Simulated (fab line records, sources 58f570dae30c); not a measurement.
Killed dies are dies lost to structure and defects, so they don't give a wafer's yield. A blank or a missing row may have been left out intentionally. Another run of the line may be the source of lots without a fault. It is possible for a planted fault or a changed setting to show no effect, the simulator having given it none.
fab line records ; flow berkeley-cmos170 ; part 2 of 2: steps 32 to 43 of 43
record lots=5; wafers=15; last-day=11
route steps=331 shown NWELL@24 PWELL@34 WELLDRIVE@55 ACTIVE@60
lots that met no fault: from a run of the same line without faults
start-h: start of the lot's first displayed wafer, in hours after the record's first day ; wait-h: hours since the lot's step before ; " as in the row above ; L1.1+2: one row covering several wafers at once ; - no value, or no start was given ; * or withheld: withheld ; < > ~ a bound
route shown NAME@n: NAME is a module with steps in the file, n the number in the route of the first one ; usual: mean and standard deviation over wafers with no fault ; same: alike in all rows ; chamber/n: place in a boat ; sites: the reading at each site ; _std_site: standard deviation of those values ; _edge_site: inner sites' mean taken away from outer sites' mean ; radius-mm: how far each site lies from the wafer's centre ; mask NAME#n: copy n ; behind: the most recent tool/chamber to have shaped the wafer ; hold: reason for holding the lot/hours on hold/outcome of the hold ; device: transistor that didn't switch, given as n, p or np ; end of line: at the end of the route, the tests of the same wafers ; a step without rows: its recipe alone ; killed: dies lost to structure and defects at the first sort, not the wafer's yield ; map: a wafer's dies, x killed, . not, _ none there
set.NAME: the run value of the setting; set.NAME@STEP: its run value at that earlier step ; model.NAME: the simulator's own value behind a step, which no gauge read
lots at selected steps of the route; one table per step, one row per wafer
services: a tool's chamber out of use, with start hour (start-h, from the record's first day; less than 0 if before it), hours out, and reason
## steps
# step UCB170_WELLDRIVE_CLEAN_00
# recipe chemistry=SPM; temp-c=120; time-s=600
lot.wafer;tool;chamber;start-h;wait-h
L077.2+4+6;wet-bench-01;2;69.63;0.0
L084.1+3+4;wet-bench-02;2;105.37;0.8
L086.1+2+5;wet-bench-02;3;110.11;0.1
L087.2+4+5;wet-bench-02;2;114.68;0.0
L092.2+5+6;wet-bench-01;3;146.95;0.0
# step UCB170_WELLDRIVE_OXIDATION_01
# recipe temp-c=1106; ambient=O2; target-thk-a=1990; ox-time-s=9000
# usual tube-center-temp-C=1106/0.11
lot.wafer;tool;chamber;start-h;wait-h;tube-center-temp-C
L077.2;furnace-03;0;71.60;1.8;1106
L077.4;furnace-03;0;71.60;1.8;1106.1
L077.6;furnace-03;0;71.60;1.8;1106
L084.1;furnace-03;0;107.10;1.5;1105.9
L084.3;furnace-03;0;107.10;1.5;1105.9
L084.4;furnace-03;0;107.10;1.5;1106.1
L086.1;furnace-03;0;110.60;0.3;1106.1
L086.2;furnace-03;0;110.60;0.3;1105.7
L086.5;furnace-03;0;110.60;0.3;1106.1
L087.2;furnace-03;0;118.60;3.8;1106.3
L087.4;furnace-03;0;118.60;3.8;1105.8
L087.5;furnace-03;0;118.60;3.8;1106.1
L092.2;furnace-02;0;150.47;3.3;1105.9
L092.5;furnace-02;0;150.47;3.3;1105.9
L092.6;furnace-02;0;150.47;3.3;1106
# step UCB170_WELLDRIVE_THK_MEAS_02
# recipe reads=SiO2_of_WELLDRIVE_OXIDATION_01
# usual WELLDRIVE_OXIDE_THK=207/4
lot.wafer;tool;chamber;start-h;wait-h;WELLDRIVE_OXIDE_THK[nm]
L077.2;film-metro-01;-;75.11;0.0;213
L077.4;film-metro-01;-;75.11;0.0;209
L077.6;film-metro-01;-;75.11;0.0;208
L084.1;film-metro-04;-;110.60;0.0;201
L084.3;film-metro-04;-;110.60;0.0;197
L084.4;film-metro-04;-;110.60;0.0;201
L086.1;film-metro-04;-;114.10;0.0;203
L086.2;film-metro-04;-;114.10;0.0;204
L086.5;film-metro-04;-;114.10;0.0;204
L087.2;film-metro-01;-;122.11;0.0;203
L087.4;film-metro-01;-;122.11;0.0;204
L087.5;film-metro-01;-;122.11;0.0;202
L092.2;film-metro-01;-;153.98;0.0;206
L092.5;film-metro-01;-;153.98;0.0;205
L092.6;film-metro-01;-;153.98;0.0;205
# step UCB170_WELLDRIVE_ANNEAL_03
# recipe temp-c=1100; time-s=900; ambient=N2
# usual tube-center-temp-C=1100/0.1
lot.wafer;tool;chamber;start-h;wait-h;tube-center-temp-C
L077.2;furnace-01;0;78.07;3.0;1100.1
L077.4;furnace-01;0;78.07;3.0;1100
L077.6;furnace-01;0;78.07;3.0;1100
L084.1;furnace-01;0;113.27;2.7;1099.9
L084.3;furnace-01;0;113.27;2.7;1100.1
L084.4;furnace-01;0;113.27;2.7;1100.1
L086.1;furnace-01;0;117.02;2.9;1100.1
L086.2;furnace-01;0;117.02;2.9;1100.1
L086.5;furnace-01;0;117.02;2.9;1100
L087.2;furnace-03;0;125.12;3.0;1100.1
L087.4;furnace-03;0;125.12;3.0;1100.1
L087.5;furnace-03;0;125.12;3.0;1100
L092.2;furnace-03;0;158.05;4.1;1100
L092.5;furnace-03;0;158.05;4.1;1100
L092.6;furnace-03;0;158.05;4.1;1099.9
# step UCB170_WELLDRIVE_WET_ETCH_04
# recipe chemistry=BOE; dilution=5:1; target=SiO2; temp-c=25; time-s=120
lot.wafer;tool;chamber;start-h;wait-h
L077.2+4+6;wet-bench-02;1;79.32;0.0
L084.1+3+4;wet-bench-01;1;114.52;0.0
L086.1+2+5;wet-bench-02;2;118.27;0.0
L087.2+4+5;wet-bench-02;1;127.06;0.7
L092.2+5+6;wet-bench-03;0;159.30;0.0
# step UCB170_ACTIVE_CLEAN_00
# recipe chemistry=SPM; temp-c=120; time-s=600
lot.wafer;tool;chamber;start-h;wait-h
L077.2+4+6;wet-bench-03;2;79.36;0.0
L084.1+3+4;wet-bench-03;0;114.57;0.0
L086.1+2+5;wet-bench-02;0;118.31;0.0
L087.2+4+5;wet-bench-02;1;127.51;0.4
L092.2+5+6;wet-bench-01;1;159.34;0.0
# step UCB170_ACTIVE_CLEAN_01
# recipe chemistry=dHF; dilution=25:1; time-s=60
lot.wafer;tool;chamber;start-h;wait-h
L077.2+4+6;wet-bench-03;0;79.54;0.0
L084.1+3+4;wet-bench-01;2;114.76;0.0
L086.1+2+5;wet-bench-02;1;118.49;0.0
L087.2+4+5;wet-bench-02;1;128.11;0.4
L092.2+5+6;wet-bench-03;1;159.52;0.0
# step UCB170_ACTIVE_OXIDATION_02
# recipe temp-c=1000; ambient=O2; target-thk-a=264; ox-time-s=1260
# usual tube-center-temp-C=999.99/0.074
lot.wafer;tool;chamber;start-h;wait-h;tube-center-temp-C
L077.2;furnace-04;0;80.61;1.0;1000.1
L077.4;furnace-04;0;80.61;1.0;1000.1
L077.6;furnace-04;0;80.61;1.0;1000
L084.1;furnace-04;0;118.29;3.5;999.91
L084.3;furnace-04;0;118.29;3.5;999.93
L084.4;furnace-04;0;118.29;3.5;999.98
L086.1;furnace-01;0;119.61;1.1;999.92
L086.2;furnace-01;0;119.61;1.1;999.83
L086.5;furnace-01;0;119.61;1.1;999.93
L087.2;furnace-01;0;129.72;1.6;999.9
L087.4;furnace-01;0;129.72;1.6;1000.1
L087.5;furnace-01;0;129.72;1.6;999.92
L092.2;furnace-01;0;161.85;2.3;1000
L092.5;furnace-01;0;161.85;2.3;999.98
L092.6;furnace-01;0;161.85;2.3;999.98
# step UCB170_ACTIVE_THK_MEAS_03
# recipe reads=SiO2_of_ACTIVE_OXIDATION_02
# usual ACTIVE_OXIDE_THK=26.6/0.47
lot.wafer;tool;chamber;start-h;wait-h;ACTIVE_OXIDE_THK[nm]
L077.2;film-metro-01;-;81.97;0.0;27.0
L077.4;film-metro-01;-;81.97;0.0;27.1
L077.6;film-metro-01;-;81.97;0.0;26.9
L084.1;film-metro-01;-;119.64;0.0;26.8
L084.3;film-metro-01;-;119.64;0.0;26.3
L084.4;film-metro-01;-;119.64;0.0;26.9
L086.1;film-metro-03;-;120.96;0.0;27.2
L086.2;film-metro-03;-;120.96;0.0;27.5
L086.5;film-metro-03;-;120.96;0.0;27.4
L087.2;film-metro-01;-;131.08;0.0;26.0
L087.4;film-metro-01;-;131.08;0.0;26.0
L087.5;film-metro-01;-;131.08;0.0;26.1
L092.2;film-metro-01;-;163.21;0.0;26.4
L092.5;film-metro-01;-;163.21;0.0;26.8
L092.6;film-metro-01;-;163.21;0.0;26.8
# step UCB170_ACTIVE_ANNEAL_04
# recipe temp-c=1000; time-s=900; ambient=N2
# usual tube-center-temp-C=999.99/0.081
lot.wafer;tool;chamber;start-h;wait-h;tube-center-temp-C
L077.2;furnace-01;0;85.66;3.7;999.92
L077.4;furnace-01;0;85.66;3.7;999.91
L077.6;furnace-01;0;85.66;3.7;1000
L084.1;furnace-02;0;121.58;1.9;999.89
L084.3;furnace-02;0;121.58;1.9;1000
L084.4;furnace-02;0;121.58;1.9;999.93
L086.1;furnace-02;0;121.58;0.6;999.98
L086.2;furnace-02;0;121.58;0.6;1000
L086.5;furnace-02;0;121.58;0.6;1000
L087.2;furnace-02;0;135.78;4.7;999.93
L087.4;furnace-02;0;135.78;4.7;999.91
L087.5;furnace-02;0;135.78;4.7;999.96
L092.2;furnace-01;0;166.37;3.1;1000
L092.5;furnace-01;0;166.37;3.1;999.96
L092.6;furnace-01;0;166.37;3.1;1000
# step UCB170_ACTIVE_CVD_05
# recipe material=Si3N4; target-thk-nm=220; temp-c=800; precursor=SiH2Cl2/NH3; time-s=3300; pressure-mtorr=200; sih2cl2-flow-sccm=25; nh3-flow-sccm=75
# usual sih2cl2-flow-sccm=25.02/0.087
lot.wafer;tool;chamber;start-h;wait-h;sih2cl2-flow-sccm
L077.2;lpcvd-02;1;86.91;0.0;25.11
L077.4;lpcvd-02;1;86.91;0.0;25.08
L077.6;lpcvd-02;1;86.91;0.0;24.93
L084.1;lpcvd-01;1;122.83;0.0;25.01
L084.3;lpcvd-01;1;122.83;0.0;25.02
L084.4;lpcvd-01;1;122.83;0.0;24.99
L086.1;lpcvd-01;1;122.83;0.0;24.99
L086.2;lpcvd-01;1;122.83;0.0;25.00
L086.5;lpcvd-01;1;122.83;0.0;25.03
L087.2;lpcvd-02;1;137.03;0.0;24.98
L087.4;lpcvd-02;1;137.03;0.0;25.04
L087.5;lpcvd-02;1;137.03;0.0;25.16
L092.2;lpcvd-01;0;167.62;0.0;25.07
L092.5;lpcvd-01;0;167.62;0.0;25.03
L092.6;lpcvd-01;0;167.62;0.0;25.00
# step UCB170_ACTIVE_THK_MEAS_06
# recipe reads=Si3N4_of_ACTIVE_CVD_05
# usual ACTIVE_NITRIDE_THK=220.8/1.7
lot.wafer;tool;chamber;start-h;wait-h;ACTIVE_NITRIDE_THK[nm]
L077.2;film-metro-03;-;88.89;0.1;220.3
L077.4;film-metro-03;-;88.89;0.1;217.0
L077.6;film-metro-03;-;88.89;0.1;218.5
L084.1;film-metro-03;-;124.75;0.0;222.2
L084.3;film-metro-03;-;124.75;0.0;222.0
L084.4;film-metro-03;-;124.75;0.0;221.6
L086.1;film-metro-02;-;124.75;0.0;220.8
L086.2;film-metro-02;-;124.75;0.0;219.8
L086.5;film-metro-02;-;124.75;0.0;220.4
L087.2;film-metro-03;-;138.96;0.0;221.0
L087.4;film-metro-03;-;138.96;0.0;219.3
L087.5;film-metro-03;-;138.96;0.0;219.4
L092.2;film-metro-03;-;169.54;0.0;221.9
L092.5;film-metro-03;-;169.54;0.0;222.7
L092.6;film-metro-03;-;169.54;0.0;222.9
## services
tool;chamber;start-h;hours;kind
implanter-03;-;26.51;5.1;pm
rie-diel-03;-;29.03;0.6;repair
rie-diel-01;0;31.43;5.1;repair
rie-diel-04;-;32.22;2.8;pm
rie-diel-02;0;33.81;22.0;repair
krf-scanner-01;-;36.45;1.0;pm
plasma-asher-04;-;41.46;4.3;pm
rie-diel-02;1;41.78;9.2;repair
rie-diel-03;-;42.45;14.6;pm
furnace-01;-;42.87;3.3;pm
furnace-01;-;46.20;13.3;pm
implanter-03;-;52.40;3.1;pm
rie-diel-04;1;60.30;9.7;repair
lpcvd-01;-;66.85;1.2;repair
furnace-02;-;70.69;4.2;pm
furnace-03;-;76.77;3.8;pm
furnace-04;-;85.90;3.5;pm
krf-scanner-01;-;86.09;11.6;pm
implanter-04;-;97.11;0.9;repair
implanter-01;-;108.81;2.2;pm
krf-scanner-01;-;144.92;1.3;pm
rie-diel-03;0;148.56;7.9;repair
krf-scanner-01;-;151.91;0.8;pm
furnace-01;-;154.09;2.3;pm
